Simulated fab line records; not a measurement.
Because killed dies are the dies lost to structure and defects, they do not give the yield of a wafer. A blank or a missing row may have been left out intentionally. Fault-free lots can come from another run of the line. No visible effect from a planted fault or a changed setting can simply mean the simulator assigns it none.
The tool behind it: which one?    flow ritCmos    13 lots, 39 wafers sampled, at 3 steps of a route of 202

## WHAT THE GAUGES READ, wafer by wafer
RIT_FOX2_THK_MEAS_90. Usual: FIELD_OXIDE_LEFT_1_THK gives 322 nm (standard deviation 6.2).
lot   measured     on            FIELD_OXIDE_LEFT_1_THK (nm)  flag
L450  day 1 20:48  filmMetro-02  330 330 329                  
L451  day 2 01:29  filmMetro-01  328 322 323                  
L452  day 2 06:15  filmMetro-03  325 319 327                  
L453  day 2 10:53  filmMetro-02  332 328 332                  
L454  day 2 16:43  filmMetro-02  316 319 312                  
L456  day 3 01:22  filmMetro-03  326 323 323                  
L457  day 3 06:20  filmMetro-02  318 329 325                  
L459  day 3 17:49  filmMetro-01  307 313 316                  
L460  day 3 21:41  filmMetro-02  324 316 320                  
L467  day 5 08:23  filmMetro-02  268 264 265                  OFF
L471  day 6 04:16  filmMetro-02  317 315 319                  
L472  day 6 09:18  filmMetro-02  319 317 317                  
L473  day 6 14:11  filmMetro-01  322 319 320                  

RIT_FOX2_THK_MEAS_91. Usual: FIELD_OXIDE_LEFT_2_THK gives 254 nm (standard deviation 6.2).
lot   measured     on            FIELD_OXIDE_LEFT_2_THK (nm)  flag
L450  day 2 09:41  filmMetro-02  262 261 260                  
L451  day 2 14:13  filmMetro-03  260 254 255                  
L452  day 2 18:40  filmMetro-01  257 251 259                  
L453  day 2 23:13  filmMetro-02  263 259 263                  
L454  day 3 05:17  filmMetro-01  248 252 244                  
L456  day 3 14:05  filmMetro-02  258 255 255                  
L457  day 3 18:54  filmMetro-02  250 262 257                  
L459  day 4 06:36  filmMetro-01  239 244 248                  
L460  day 4 09:52  filmMetro-02  257 249 252                  
L467  day 5 20:46  filmMetro-01  200 195 197                  OFF
L471  day 6 16:59  filmMetro-03  250 248 252                  
L472  day 6 22:19  filmMetro-02  249 248 248                  
L473  day 7 02:46  filmMetro-03  255 252 253                  

## WHAT TOOL EACH LOT RAN ON (gives the tool, then ch and the chambers of the sampled wafers, and finally the start)
lot   RIT_FOX2_CLEAN_02
L450  wetBench-04 ch 0, day 1 19:55
L451  wetBench-04 ch 2, day 2 00:36
L452  wetBench-04 ch 1, day 2 05:17
L453  wetBench-04 ch 1, day 2 10:04
L454  wetBench-04 ch 1, day 2 15:50
L456  wetBench-04 ch 2, day 3 00:28
L457  wetBench-03 ch 0, day 3 05:32
L459  wetBench-03 ch 2, day 3 16:56
L460  wetBench-04 ch 0, day 3 20:47
L467  wetBench-04 ch 1, day 5 07:34
L471  wetBench-04 ch 0, day 6 03:22
L472  wetBench-03 ch 3, day 6 08:29
L473  wetBench-01 ch 2, day 6 13:22
- RIT_FOX2_CLEAN_02: cleans in dHF, time 180 s.

## WHAT THE TOOLS THEMSELVES READ (means of the sampled wafers that have a number; where no wafer has one, the mark that the record gives instead)
RIT_FOX2_CLEAN_02. Usual: 208 s for runLengthS, sd 3.1.
lot   tool         runLengthS (s)  flag
L450  wetBench-04  206             
L451  wetBench-04  206             
L452  wetBench-04  208             
L453  wetBench-04  207             
L454  wetBench-04  207             
L456  wetBench-04  206             
L457  wetBench-03  205             
L459  wetBench-03  215             
L460  wetBench-04  206             
L467  wetBench-04  928             OFF
L471  wetBench-04  206             
L472  wetBench-03  205             
L473  wetBench-01  207             

## THE ANSWER, worked out from the rows above alone
Rule: take the mean of a lot's wafers that have a number; if it is more than 3 standard deviations from the usual mean, the lot is off. Also off: a lot with no number at a reading for which 4 or more lots have one. Any other lot the step has rows for is counted as sound. The gauges are gone through in route order, then the tools' own readings, and for those a lot's mean is taken as printed above. At the first step where some lot is off, the reading lying furthest off is the one used; lots without a number count as furthest.
Off: L467, seen at RIT_FOX2_THK_MEAS_90 (FIELD_OXIDE_LEFT_1_THK).
If a tool, at a process step before that reading, ran all the lots that are off and no sound lot after the first of them, it fits. The gauges at RIT_FOX2_THK_MEAS_90 aren't tried: what is off there is off at RIT_FOX2_THK_MEAS_91 too, on other tools, and a gauge's error can't cause that. None of those tried fits.

## WHAT THE SIMULATOR HAD INSERTED
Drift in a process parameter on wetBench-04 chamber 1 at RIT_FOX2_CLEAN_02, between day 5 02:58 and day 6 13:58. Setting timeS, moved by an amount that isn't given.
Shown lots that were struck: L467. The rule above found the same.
